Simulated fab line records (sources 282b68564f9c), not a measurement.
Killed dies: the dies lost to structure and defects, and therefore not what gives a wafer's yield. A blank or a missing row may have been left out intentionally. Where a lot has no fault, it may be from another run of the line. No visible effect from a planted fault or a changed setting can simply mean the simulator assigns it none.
Split-lot experiment :: flow rit_cmos :: route with 202 steps; 5 lots, 23 wafers read

== THE SPLIT ==
At RIT_FOX2_OXIDATION_00 (target thk 350.7 nm, ox time 1130 s), the setting temp_c was moved away from the recipe's 1100 C on 10 of the 23 wafers read, by -1.4% to +2.3%. For the rest of the wafers, this setting stayed at what the recipe calls for.

== FROM THE SPLIT TO THE READING: what the file shows between them, 18 steps ==
- RIT_FOX2_THK_MEAS_01
- RIT_FOX2_CLEAN_02: cleans in dHF, time 180 s
- RIT_FOX2_WET_ETCH_03: etches Si3N4 in H3PO4, target depth 195 nm, time 2700 s
- RIT_FOX2_THK_MEAS_90
- RIT_NWELL_IMPLANT_08 (also split here: dose_cm2)
- RIT_NWELL_STRIP_09: strips in O2, time 180 s
- RIT_NWELL_TW_MEAS_10
- RIT_PWELL_IMPLANT_08 (also split here: energy_kev)
- RIT_PWELL_STRIP_09: strips in O2, time 180 s
- RIT_WELLDRIVE_ANNEAL_00: time 14700 s
- RIT_WELLDRIVE_RS_MEAS_01: measures by four-point-probe
- RIT_NRETRO_IMPLANT_08 (also split here: dose_cm2)
- RIT_NRETRO_STRIP_09: strips in O2, time 180 s
- RIT_NRETRO_TW_MEAS_10
- RIT_PRETRO_DEVELOP_05: develop time 68 s (also split here: dev_temp_c)
- RIT_PRETRO_HARDBAKE_07: time 120 s
- RIT_GATE_CLEAN_03: cleans in SC2, time 600 s
- RIT_GATE_CLEAN_04: cleans in dHF, time 60 s

== THE READING ==
FIELD_OXIDE_LEFT_2_THK, in nm, at RIT_FOX2_THK_MEAS_91. Typical for fault-free wafers on this fab line: 254 nm, with standard deviation 5.5 nm.

wafer: L077.1
tool, chamber at the split: -, -
temp_c as run, C: 1125
against the recipe: +2.3%
FIELD_OXIDE_LEFT_2_THK, nm: 287
against lot-mates on the recipe: no lot-mate on the recipe

wafer: L077.2
tool, chamber at the split: -, -
temp_c as run, C: 1125
against the recipe: +2.3%
FIELD_OXIDE_LEFT_2_THK, nm: 289
against lot-mates on the recipe: no lot-mate on the recipe

wafer: L077.3
tool, chamber at the split: -, -
temp_c as run, C: 1125
against the recipe: +2.3%
FIELD_OXIDE_LEFT_2_THK, nm: 289
against lot-mates on the recipe: no lot-mate on the recipe

wafer: L077.5
tool, chamber at the split: -, -
temp_c as run, C: 1125
against the recipe: +2.3%
FIELD_OXIDE_LEFT_2_THK, nm: 290
against lot-mates on the recipe: no lot-mate on the recipe

wafer: L077.6
tool, chamber at the split: -, -
temp_c as run, C: 1125
against the recipe: +2.3%
FIELD_OXIDE_LEFT_2_THK, nm: 288
against lot-mates on the recipe: no lot-mate on the recipe

wafer: L078.1
tool, chamber at the split: -, -
temp_c as run, C: 1100
against the recipe: recipe
FIELD_OXIDE_LEFT_2_THK, nm: 264
against lot-mates on the recipe: -

wafer: L078.2
tool, chamber at the split: -, -
temp_c as run, C: 1100
against the recipe: recipe
FIELD_OXIDE_LEFT_2_THK, nm: 262
against lot-mates on the recipe: -

wafer: L078.3
tool, chamber at the split: -, -
temp_c as run, C: 1100
against the recipe: recipe
FIELD_OXIDE_LEFT_2_THK, nm: 266
against lot-mates on the recipe: -

wafer: L078.4
tool, chamber at the split: -, -
temp_c as run, C: 1100
against the recipe: recipe
FIELD_OXIDE_LEFT_2_THK, nm: 257
against lot-mates on the recipe: -

wafer: L078.5
tool, chamber at the split: -, -
temp_c as run, C: 1100
against the recipe: recipe
FIELD_OXIDE_LEFT_2_THK, nm: 262
against lot-mates on the recipe: -

wafer: L079.1
tool, chamber at the split: -, -
temp_c as run, C: 1085
against the recipe: -1.4%
FIELD_OXIDE_LEFT_2_THK, nm: 235
against lot-mates on the recipe: no lot-mate on the recipe

wafer: L079.2
tool, chamber at the split: -, -
temp_c as run, C: 1085
against the recipe: -1.4%
FIELD_OXIDE_LEFT_2_THK, nm: 228
against lot-mates on the recipe: no lot-mate on the recipe

wafer: L079.3
tool, chamber at the split: -, -
temp_c as run, C: 1085
against the recipe: -1.4%
FIELD_OXIDE_LEFT_2_THK, nm: 232
against lot-mates on the recipe: no lot-mate on the recipe

wafer: L079.4
tool, chamber at the split: -, -
temp_c as run, C: 1085
against the recipe: -1.4%
FIELD_OXIDE_LEFT_2_THK, nm: 231
against lot-mates on the recipe: no lot-mate on the recipe

wafer: L079.5
tool, chamber at the split: -, -
temp_c as run, C: 1085
against the recipe: -1.4%
FIELD_OXIDE_LEFT_2_THK, nm: 239
against lot-mates on the recipe: no lot-mate on the recipe

wafer: L082.2
tool, chamber at the split: -, -
temp_c as run, C: 1100
against the recipe: recipe
FIELD_OXIDE_LEFT_2_THK, nm: 254
against lot-mates on the recipe: -

wafer: L082.3
tool, chamber at the split: -, -
temp_c as run, C: 1100
against the recipe: recipe
FIELD_OXIDE_LEFT_2_THK, nm: 241
against lot-mates on the recipe: -

wafer: L082.4
tool, chamber at the split: -, -
temp_c as run, C: 1100
against the recipe: recipe
FIELD_OXIDE_LEFT_2_THK, nm: 248
against lot-mates on the recipe: -

wafer: L082.5
tool, chamber at the split: -, -
temp_c as run, C: 1100
against the recipe: recipe
FIELD_OXIDE_LEFT_2_THK, nm: 248
against lot-mates on the recipe: -

wafer: L082.6
tool, chamber at the split: -, -
temp_c as run, C: 1100
against the recipe: recipe
FIELD_OXIDE_LEFT_2_THK, nm: 248
against lot-mates on the recipe: -

wafer: L084.1
tool, chamber at the split: furnace-01, 0
temp_c as run, C: 1100
against the recipe: recipe
FIELD_OXIDE_LEFT_2_THK, nm: 249
against lot-mates on the recipe: -

wafer: L084.3
tool, chamber at the split: furnace-01, 0
temp_c as run, C: 1100
against the recipe: recipe
FIELD_OXIDE_LEFT_2_THK, nm: 254
against lot-mates on the recipe: -

wafer: L084.5
tool, chamber at the split: furnace-01, 0
temp_c as run, C: 1100
against the recipe: recipe
FIELD_OXIDE_LEFT_2_THK, nm: 257
against lot-mates on the recipe: -

FIT RESULTS
A straight line over all 23 wafers: FIELD_OXIDE_LEFT_2_THK changes by +15.2 nm for each +1% of temp_c; r = +0.96; the points scatter about the line by 6 nm.
Too few moved wafers have a lot-mate on the recipe to fit a line with each lot's own level taken away.

== THE WHOLE CHAIN: every reading that the file lists as answering this split, in the file's order ==
step: RIT_FOX2_OXIDATION_00
what it does: target thk 350.7 nm, ox time 1130 s
reading: SiO2_of_FOX2_OXIDATION_00.thk_nm (the simulator's own value, which no gauge read)
change (the file's fit): +15.4 nm for each +1% of the setting
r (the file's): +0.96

step: RIT_FOX2_THK_MEAS_01
what it does: 
reading: FOX2_OXIDE_THK
change (the file's fit): +15.4 for each +1% of the setting
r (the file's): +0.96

step: RIT_FOX2_THK_MEAS_90
what it does: 
reading: FIELD_OXIDE_LEFT_1_THK
change (the file's fit): +15.3 for each +1% of the setting
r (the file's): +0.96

step: RIT_FOX2_THK_MEAS_91
what it does: 
reading: FIELD_OXIDE_LEFT_2_THK
change (the file's fit): +15.2 for each +1% of the setting
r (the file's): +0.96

== FILE'S OWN FIT ==
FIELD_OXIDE_LEFT_2_THK changes by +15.2 nm for each +1% of temp_c, r = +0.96.
